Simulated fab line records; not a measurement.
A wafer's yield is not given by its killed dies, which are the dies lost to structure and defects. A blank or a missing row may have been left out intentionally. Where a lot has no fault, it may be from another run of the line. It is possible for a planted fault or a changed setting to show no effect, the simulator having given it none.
The tool behind it: which one?	flow berkeley_cmos170	8 lots, 24 wafers sampled, at 2 steps of a route of 331

## WHAT THE GAUGES SHOWED, per wafer
UCB170_GATE_THK_MEAS_05.
lot	measured	on	GATE_POLY_THK (nm)
L373	day 6 20:08	film_metro-02	214.3 215.9 216.0
L379	day 8 05:50	film_metro-02	211.7 212.3 212.0
L381	day 8 17:23	film_metro-01	216.4 216.1 216.2
L386	day 10 02:41	film_metro-02	188.0 186.9 183.6
L385	day 10 02:45	film_metro-02	190.0 188.0 189.3
L391	day 11 07:38	film_metro-02	215.8 215.5 216.5
L393	day 11 07:34	film_metro-02	215.2 213.7 215.5
L396	day 11 23:26	film_metro-02	217.0 218.3 217.1

## TOOL THAT RAN EACH LOT (tool first, then ch and the chambers of the sampled wafers, then the start)
lot	UCB170_GATE_CVD_04
L373	lpcvd-02 ch 0, day 6 18:43
L379	lpcvd-01 ch 1, day 8 04:26
L381	lpcvd-02 ch 1, day 8 15:58
L386	lpcvd-01 ch 0, day 10 01:17
L385	lpcvd-01 ch 1, day 10 01:17
L391	lpcvd-02 ch 0, day 11 06:10
L393	lpcvd-02 ch 1, day 11 06:10
L396	lpcvd-02 ch 1, day 11 22:02
- UCB170_GATE_CVD_04: deposits poly-Si from SiH4, time 1440 s, target thk 214 nm.

## THE ANSWER, worked out from the rows above alone
Rule: what is usual is taken from the lots themselves. Put in order of their means at a reading, lots are off if they are a third of the lots or fewer, leave a main group of 4 or more, and stand apart from it by a gap of 3 or more times the standard deviation of the main group's means; of several such gaps the widest counts. A main group whose means are all the same, to the digits that the tables above print for the reading, isn't used. Also off: a lot with no number at a reading for which 4 or more lots have one. The other lots that the step has rows for count as sound.
Off: L386, L385, seen at UCB170_GATE_THK_MEAS_05 (GATE_POLY_THK). For the main group the mean is 215.3 nm and the standard deviation 1.7.
If a tool, at a process step before that reading, ran all the lots that are off and no sound lot after the first of them, it fits. Those tools and the gauges at UCB170_GATE_THK_MEAS_05 are tried in the same way. One fits: lpcvd-01 at UCB170_GATE_CVD_04. Its last sound lot is L379 (day 8 04:26), its first lot that is off L385 (day 10 01:17): a fault that began between those two fits.

## WHAT THE SIMULATOR HAD PUT IN
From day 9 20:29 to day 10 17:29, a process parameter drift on lpcvd-01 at UCB170_GATE_CVD_04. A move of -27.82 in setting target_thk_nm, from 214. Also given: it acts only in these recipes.
Shown lots that were struck: L386, L385. The rule above found the same.
